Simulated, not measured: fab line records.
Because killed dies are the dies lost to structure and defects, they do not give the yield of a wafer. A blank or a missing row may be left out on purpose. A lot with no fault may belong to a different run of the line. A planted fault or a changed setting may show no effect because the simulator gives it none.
8D (eight disciplines) problem report, filled in by code -- flow rit_cmos -- the parts of the form that need people (team, actions taken, sign-off) are left out

## 1. WHAT WENT WRONG
At RIT_NSD_IMPLANT_08, beam_energy_keV averages 24.066 over 9 wafers from 3 lots, while fault-free wafers read 25.001, standard deviation 0.0075. That is -99 or more standard deviations from the usual mean.
Earliest sighting: wafer L157.2 on implanter-03 at day 3 11:20. The record holds 45 wafers of 15 lots with a number at this step. Rule for "out" (also "out of limits"): further than 4 standard deviations from the usual mean. The rest of the wafers with a number are treated as sound.

## 2. WHAT IT IS, WHAT IT ISN'T
question,is,is not
which readings at this step,beam_energy_keV,-
which lots,"L157, L158, L160","L155, L156, L161, L167, L168, L170, L171, L173, L174, L175, L177, L178"
which wafers of those lots,all that have a number,-
read on which tools,implanter-03,"implanter-02, implanter-04"
when,from day 3 11:20,"up to then (6 sound wafers); but 30 sound wafers of L161, L167, L168, L170, L171, L173, L174, L175, L177, L178 came after"

## 3. WHAT RULES OUT EACH SUSPECT
Counting: a tool at a process step up to the reading stays a suspect if it ran every lot that is out and no sound lot after the first of them.
- implanter-03 at RIT_NSD_IMPLANT_08: ruled out as a lasting fault. Following L157 (day 3 11:20), the first lot on it that is out, the sound lots L177 were run on it.
Left after counting: nothing in the record.

## 4. THE CAUSE (what the simulator had put in)
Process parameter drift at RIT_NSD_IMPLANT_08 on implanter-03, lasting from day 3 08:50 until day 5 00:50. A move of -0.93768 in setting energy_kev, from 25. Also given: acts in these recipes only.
Counting ruled it out, wrongly.

## 5. THE EFFECT CHAIN, in route order
Each row: a reading whose mean over the struck wafers that have a number lies more than 3 standard deviations from the usual. Scope: only readings with a usual standard deviation given in the record; hours: median across lots of the time from each lot's start at the first step in this table that gives one to its start at this step; sigmas: change in usual standard deviations.
hours,step,reading,usual,on struck wafers,change,sigmas
0,RIT_NSD_IMPLANT_08,beam_energy_keV,25.001,24.066,-0.935,-99 or more
The process steps in it:
- RIT_NSD_IMPLANT_08

## 6. WHAT WOULD HAVE CAUGHT IT SOONER
The fault began at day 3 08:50; the first out-of-limits reading in this record came at day 3 11:20, 2 hours later.
